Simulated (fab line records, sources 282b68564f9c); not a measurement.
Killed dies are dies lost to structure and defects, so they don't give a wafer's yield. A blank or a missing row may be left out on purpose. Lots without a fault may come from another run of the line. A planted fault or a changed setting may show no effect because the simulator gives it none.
Chamber matching | flow rit_cmos | RIT_GATE_ETCH_19 on rie_si-02: 4 sister chambers
The step etches poly-Si in SF6/CHF3/O2, stops on SiO2, time 165 s, target depth 312.5 nm. 4 wafers are shown with their chamber, then 7 later ones without.

WAFERS WITH THEIR CHAMBER
wafer  | chamber | drypump_motor_current_A (A)
L598.6 | 0       | 5.34
L602.3 | 3       | 5.44
L608.1 | 1       | 5.98
L608.4 | 2       | 5.10

WAFERS WITHOUT THEIR CHAMBER
wafer  | drypump_motor_current_A (A)
L608.6 | 5.34
L612.2 | 5.98
L612.3 | 5.45
L612.4 | 5.12
L614.3 | 5.98
L614.4 | 5.33
L614.5 | 5.11

WHICH CHAMBER EACH WENT THROUGH
wafer  | from the rows above | in truth
L608.6 | 0                   | 0
L612.2 | 1                   | 1
L612.3 | 3                   | 3
L612.4 | 2                   | 2
L614.3 | 1                   | 1
L614.4 | 0                   | 0
L614.5 | 2                   | 2
Placed correctly: 7 of 7. Can't be placed from these rows: 0. Placed wrongly: 0.
How it was worked out, from the rows above alone: a wafer's distance from a chamber is the root of the sum, over the readings, of the square of ((its reading less the chamber's mean) divided by the reading's scatter). The wafer belongs to the nearest chamber; if the next one is less than 2 further off, it can't be placed. A chamber's mean is the mean of its shown wafers. The scatter: with one shown wafer a chamber, the root of the mean of the squares of how far each hidden wafer lies from its nearest shown one.
